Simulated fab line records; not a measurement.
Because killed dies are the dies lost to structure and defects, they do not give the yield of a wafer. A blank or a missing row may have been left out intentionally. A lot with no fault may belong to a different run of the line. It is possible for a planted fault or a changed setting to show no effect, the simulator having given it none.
A struck lot beside a sound one | flow rit cmos | 22 out of 202 route steps
Sound: the wafers L183.1, L183.4, L183.5. Wafers struck: L179.3, L179.4, L179.6. At the end, the cause is stated.
Per side, at each step with rows, come the tool, then ch with its chambers, and then its first start. Under that, the readings that differ: sound wafers | struck wafers | difference of the means | sigmas: that difference in standard deviations of wafers without a fault.
alike: readings whose means differ by less than 2 such deviations, and words and numbers that are the same on both sides. not compared: withheld readings, readings that some wafer has no value for, bounds like >300 that may hide the same value, and numbers for which the record gives no deviation and whose values overlap.
Wherever a step has rows on one side only, a row that says differs or no value, or a row with sigmas, the two part there. Numbers that have no deviation but don't overlap get no sigmas and don't part them. Lack of a reading on every wafer of one side parts them only where that side has two or more wafers.

first, 2 steps without rows for these wafers: RIT_NSD_HARDBAKE_07 (time 60 s); RIT_NSD_IMPLANT_08.
RIT_NSD_STRIP_09: strips in O2, time 180 s.
  sound on plasma asher-04 ch 0,1, day 7 11:50; struck on plasma asher-04 ch 0,1, day 6 14:47
  alike: drypump motor current A
  not compared: rf hours counter h
RIT_NSD_TW_MEAS_10:
  sound: film metro-04 at day 7 12:01; struck: film metro-02 at day 6 14:55
  alike: NSD_TW
then, 6 steps without rows for these wafers: RIT_PSD_HMDS_00 (prime time 60 s); RIT_PSD_COAT_01 (resist thk 1000 nm); RIT_PSD_SOFTBAKE_02 (time 60 s); RIT_PSD_EXPOSE_03 (exposes mask M10, target cd 40900 nm); RIT_PSD_PEB_04; RIT_PSD_DEVELOP_05 (develop time 50 s).
RIT_PSD_OVL_MEAS_06:
  sound: overlay-02 at day 7 13:01; struck: overlay-02 at day 6 16:01
  alike: PSD_OVL
then, 1 step without rows for these wafers: RIT_PSD_HARDBAKE_07 (time 60 s).
RIT_PSD_IMPLANT_08:
  sound on implanter-04 ch 0, day 7 13:22; struck on implanter-03 ch 0, day 6 16:15
RIT_PSD_STRIP_09: strips in O2, time 180 s.
  sound on plasma asher-03 ch 0,1, day 7 13:31; struck on plasma asher-01 ch 0,1, day 6 16:25
  alike: drypump motor current A
  not compared: rf hours counter h
RIT_PSD_TW_MEAS_10:
  sound: film metro-03 at day 7 13:41; struck: film metro-02 at day 6 16:32
  alike: PSD_TW
then, 3 steps without rows for these wafers: RIT_SDANNEAL_CLEAN_00 (cleans in SC1, time 600 s); RIT_SDANNEAL_CLEAN_01 (cleans in dHF, time 30 s); RIT_SDANNEAL_CLEAN_02 (cleans in SC2, time 600 s).
RIT_SDANNEAL_RTA_03: time 5 s.
  sound on rtp anneal-02 ch 0, day 7 14:09; struck on rtp anneal-02 ch 0, day 6 16:58
  alike: wafer_temp_C_max
RIT_SDANNEAL_RS_MEAS_04: the measuring method here is four-point-probe.
  sound: film metro-04 at day 7 14:13; struck: film metro-03 at day 6 17:03
  reading         | sound             | struck | difference                    | sigmas
  PSD_RS (ohm/sq) | 115.9 115.9 115.5 | - - -  | no value on the struck wafers |
RIT_SDANNEAL_RS_MEAS_05: the measuring method here is four-point-probe.
  sound: film metro-04 at day 7 14:20; struck: film metro-03 at day 6 17:10
  alike: NSD_RS
RIT_M1_PROBE_99:
  sound: prober-02 at day 7 21:44; struck: prober-01 at day 7 00:50
  reading                                 | sound             | struck              | difference | sigmas
  model.etest.contact pplus.end ohm um    | 44.81 43.37 43.01 | 45.34 47.68 48.45   | +3.43      |
  model.etest.diode pplus nwell.bv v (V)  | 6.546 6.649 6.583 | 6.059 5.956 5.865   | -0.633     |
  model.etest.diode pplus nwell.cj ff um2 | 1.707 1.706 1.708 | 2 2.071 2.116       | +0         |
  model.etest.diode pplus comb.cj ff um2  | 2.025 2.021 2.019 | 2.272 2.349 2.37    | +0.309     |
  model.etest.pmos_0p15.bv v (V)          | 5.591 5.626 5.613 | 5.497 5.424 5.403   | -0.169     |
  model.etest.pmos_0p3.bv v (V)           | 5.591 5.625 5.612 | 5.497 5.424 5.403   | -0.168     |
  model.etest.vpnp.gain                   | 1.034 1.042 1.047 | 0.974 0.9546 0.9343 | -0.087     |
  alike: killed at contacts, killed at front end, killed dies, killed open, killed short

== WHERE THEY PART ==
At RIT_SDANNEAL_RS_MEAS_04 and nowhere else, as far as this record goes. Later steps at which nothing parts them and some readings are alike: RIT_SDANNEAL_RS_MEAS_05, RIT_M1_PROBE_99.

WHY: the cause the simulator had injected
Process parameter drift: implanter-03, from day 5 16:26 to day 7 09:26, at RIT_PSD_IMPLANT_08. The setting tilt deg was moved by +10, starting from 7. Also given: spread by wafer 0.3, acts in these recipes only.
